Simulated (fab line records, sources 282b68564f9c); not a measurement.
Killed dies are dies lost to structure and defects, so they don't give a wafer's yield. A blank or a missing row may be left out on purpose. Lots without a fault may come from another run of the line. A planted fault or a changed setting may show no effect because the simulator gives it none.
A struck lot beside a sound one | flow rit_cmos | 15 steps out of a route of 202
Sound: wafers L936.3, L936.4, L936.5. Struck: wafer L946.2. (L946.1, L946.3 of the same lot were not struck and are left out.) The cause comes at the end.
At each step with rows: each side's tool, then ch and its chambers, then its first start. Under that, the readings that differ: sound wafers | struck wafers | difference of the means | sigmas: that difference in standard deviations of wafers without a fault.
alike: readings whose means differ by less than 2 such deviations, and words and numbers that are the same on both sides. not compared: withheld readings, readings that some wafer has no value for, bounds like >300 that may hide the same value, and numbers for which the record gives no deviation and whose values overlap.
The two part at a step that has a row with sigmas, a row that says differs or no value, or rows on one side only. Numbers that don't overlap but have no deviation are shown without sigmas and don't part them. A reading that every wafer of one side lacks parts them only if that side has two wafers or more.

RIT_GATE_THK_MEAS_07:
  sound on film_metro-03, day 2 16:47; struck on film_metro-02, day 4 20:29
  alike: GATE_OXIDE_THK
then, 1 step without rows for these wafers: RIT_GATE_CVD_08 (deposits poly-Si from SiH4, target thk 250 nm, time 2220 s).
RIT_GATE_THK_MEAS_09:
  sound on film_metro-04, day 2 18:28; struck on film_metro-02, day 4 22:10
  reading            | sound             | struck | difference | sigmas
  GATE_POLY_THK (nm) | 251.0 249.3 252.1 | 256.9  | +6.1       | +3
then, 6 steps without rows for these wafers: RIT_GATE_HMDS_10 (prime time 60 s); RIT_GATE_COAT_11 (resist thk 850 nm); RIT_GATE_SOFTBAKE_12 (time 60 s); RIT_GATE_EXPOSE_13 (exposes mask M6, target cd 150 nm); RIT_GATE_PEB_14; RIT_GATE_DEVELOP_15 (develop time 50 s).
RIT_GATE_CD_MEAS_16: target cd 150 nm.
  sound on cd_sem-02, day 2 19:31; struck on cd_sem-01, day 4 23:05
  alike: cd_nm
RIT_GATE_OVL_MEAS_17:
  sound on overlay-01, day 2 19:36; struck on overlay-01, day 4 23:12
  alike: GATE_OVL
then, 1 step without rows for these wafers: RIT_GATE_HARDBAKE_18 (time 60 s).
RIT_GATE_ETCH_19: etches poly-Si in SF6/CHF3/O2, stops on SiO2, time 165 s, target depth 312.5 nm.
  sound on rie_si-01 ch 0,1, day 2 19:46; struck on rie_si-01 ch 3, day 4 23:23
  reading                                   | sound             | struck | difference | sigmas
  oes_product_au (a.u.)                     | 0.851 0.845 0.851 | 0.776  | -0.073     | -6
  throttle_valve_pct (%)                    | 10.04 10.05 10.16 | 10.47  | +0.39      | +3
  model.etch.depth_nm (nm)                  | 251 249.4 252.1   | 227.8  | -23.0      |
  model.GATE.feature_depth_nm (nm)          | 251 249.4 252.1   | 227.8  | -23.0      |
  model.NOVOLAK_of_GATE_COAT_11.thk_nm (nm) | 665.1 667.6 670.9 | 693.6  | +25.7      |
  alike: chamber_pressure_mTorr, drypump_motor_current_A, he_backside_leak_sccm, rf_fwd_power_W
  not compared: rf_hours_counter_h
RIT_GATE_STRIP_20: strips in O2, time 180 s.
  sound on plasma_asher-03 ch 0,1, day 2 19:56; struck on plasma_asher-01 ch 0, day 4 23:29
  reading                     | sound       | struck | difference                   | sigmas
  drypump_motor_current_A (A) | 5.9 6.1 5.9 | 5.2    | -0.8                         | -2
  rf_hours_counter_h (h)      | - - -       | 46     | no value on the sound wafers |
  alike: chamber_pressure_mTorr, o2_flow_sccm
RIT_M1_PROBE_99:
  the record has rows for the struck wafers here (prober-02, day 5 21:47) and none for the sound ones

WHERE THEY PART
First at RIT_GATE_THK_MEAS_09; last, within this record, at RIT_M1_PROBE_99.

WHY: what the simulator had put in
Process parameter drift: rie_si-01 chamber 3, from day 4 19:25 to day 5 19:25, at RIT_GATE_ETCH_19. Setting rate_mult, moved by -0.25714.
